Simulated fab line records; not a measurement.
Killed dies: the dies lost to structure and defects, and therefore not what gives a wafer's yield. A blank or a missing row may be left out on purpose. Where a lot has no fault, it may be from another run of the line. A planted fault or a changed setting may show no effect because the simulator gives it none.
fab line records | flow ritCmos
[record] lots = 14 | wafers = 42 | lastDay = 7
route steps=202 shown PWELL@43
lots untouched by any fault: they come from a run of this same line in which no faults occurred
startH: hours from the record's opening day to when the first of the lot's shown wafers began | waitH: hours elapsed since this lot's preceding step | " the same as in the row above | L1.1+2: several wafers, shown together as one row | - no value present, or no start provided | * or withheld: withheld | < > ~ a bound
route shown NAME@n: names a module that has steps shown in the file, with the first one's number in the route | usual: mean/standard deviation of fault-free wafers | same: alike in all rows | chamber/n: place in a boat | sites: readings site by site | _std_site: the values' standard deviation | _edge_site: outer sites' mean less inner sites' | radiusMm: how far each site lies from the wafer's centre | mask NAME#n: copy n | behind: tool/chamber where the wafer was last shaped | hold: reason for holding the lot/hours on hold/outcome of the hold | device: the n, p or np transistor that did not switch | end of line: tests run on the same wafers once the route is complete | a step without rows: its recipe alone | killed: dies lost to structure and defects at the first sort, not the wafer's yield | map: dies across one wafer; x = killed, . = not, _ = none there
set.NAME: the setting as run; set.NAME@STEP: as run at that earlier step | model.NAME: the simulator's own value behind a step, which no gauge read
the route's steps for a sample of lots (tables are steps, rows are wafers)
[[steps]]
[step RIT_PWELL_PEB_04]
[recipe] resist = NOVOLAK | tempC = withheld | timeS = withheld
[usual] chillPlateTempC = * | exhaustPa = 44.8/0.8 | resistLineTempC = *
lot.wafer | tool          | chamber | startH | waitH | chillPlateTempC | exhaustPa | resistLineTempC
L402.2    | lithoTrack-03 | 0       | 21.86  | 0.1   | *               | 44.5      | *
L402.4    | "             | 0       | "      | "     | *               | 46.2      | *
L402.6    | "             | 0       | "      | "     | *               | 44.7      | *
L406.2    | lithoTrack-02 | 0       | 41.54  | 0.1   | *               | 44.7      | *
L406.4    | "             | 0       | "      | "     | *               | 44.3      | *
L406.5    | "             | 0       | "      | "     | *               | 44.1      | *
L407.1    | lithoTrack-01 | 0       | 46.51  | 0.1   | *               | 44.4      | *
L407.3    | "             | 0       | "      | "     | *               | 44.7      | *
L407.6    | "             | 0       | "      | "     | *               | 45.0      | *
L408.1    | lithoTrack-03 | 0       | 53.26  | 0.2   | *               | 42.5      | *
L408.4    | "             | 0       | "      | "     | *               | 44.7      | *
L408.6    | "             | 0       | "      | "     | *               | 44.4      | *
L412.1    | lithoTrack-02 | 0       | 71.54  | 0.1   | *               | 45.3      | *
L412.2    | "             | 0       | "      | "     | *               | 44.1      | *
L412.3    | "             | 0       | "      | "     | *               | 43.3      | *
L413.1    | lithoTrack-02 | 0       | 76.77  | 0.1   | *               | 44.8      | *
L413.2    | "             | 0       | "      | "     | *               | 45.0      | *
L413.6    | "             | 0       | "      | "     | *               | 44.8      | *
L414.3    | lithoTrack-01 | 0       | 82.43  | 0.1   | *               | 46.1      | *
L414.5    | "             | 0       | "      | "     | *               | 46.5      | *
L414.6    | "             | 0       | "      | "     | *               | 45.2      | *
L416.1    | lithoTrack-02 | 0       | 93.43  | 0.1   | *               | 45.9      | *
L416.2    | "             | 0       | "      | "     | *               | 46.3      | *
L416.5    | "             | 0       | "      | "     | *               | 46.4      | *
L417.1    | lithoTrack-03 | 0       | 96.88  | 0.1   | *               | 45.2      | *
L417.2    | "             | 0       | "      | "     | *               | 44.1      | *
L417.5    | "             | 0       | "      | "     | *               | 45.3      | *
L419.2    | lithoTrack-03 | 0       | 106.84 | 0.1   | *               | 45.5      | *
L419.3    | "             | 0       | "      | "     | *               | 45.2      | *
L419.5    | "             | 0       | "      | "     | *               | 44.2      | *
L420.2    | lithoTrack-03 | -       | 112.72 | 0.1   | -               | -         | -
L420.3    | "             | -       | "      | "     | -               | -         | -
L420.4    | "             | -       | "      | "     | -               | -         | -
L421.1    | lithoTrack-03 | -       | 116.46 | 0.1   | -               | -         | -
L421.2    | "             | -       | "      | "     | -               | -         | -
L421.3    | "             | -       | "      | "     | -               | -         | -
L424.2    | lithoTrack-02 | 0       | 132.68 | 0.1   | *               | 44.3      | *
L424.3    | "             | 0       | "      | "     | *               | 42.9      | *
L424.5    | "             | 0       | "      | "     | *               | 43.7      | *
L425.1    | lithoTrack-01 | 0       | 136.64 | 0.1   | *               | 45.2      | *
L425.3    | "             | 0       | "      | "     | *               | 43.7      | *
L425.5    | "             | 0       | "      | "     | *               | 45.3      | *
[[key]]
[firstSign] step = RIT_PWELL_PEB_04 | reading = toolRecord | direction = missing
effect none on later readings
metAt RIT_PWELL_PEB_04
struckLots L420,L421
sortLeftOut L420.2,L420.3,L420.4,L421.1,L421.2,L421.3
testerLeftOut L420,L421
onsetBetween 106.84 112.72
[fault] kind = skippedStepWhole | tool = lithoTrack-03 | chamber = - | onsetH = 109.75 | steps = RIT_PWELL_PEB_04 | scope = struckLotsOnly
// testerLeftOut: of these lots the tester's yield and bins aren't shown, on N5 and GAA mostly nor the transistor test; their killed dies are dies lost to structure and defects alone, not to doping, threshold or leakage, so they don't give the yield
// sortLeftOut: the simulated sort isn't trusted on such a fault, so these wafers' sort isn't shown, and their yield isn't known
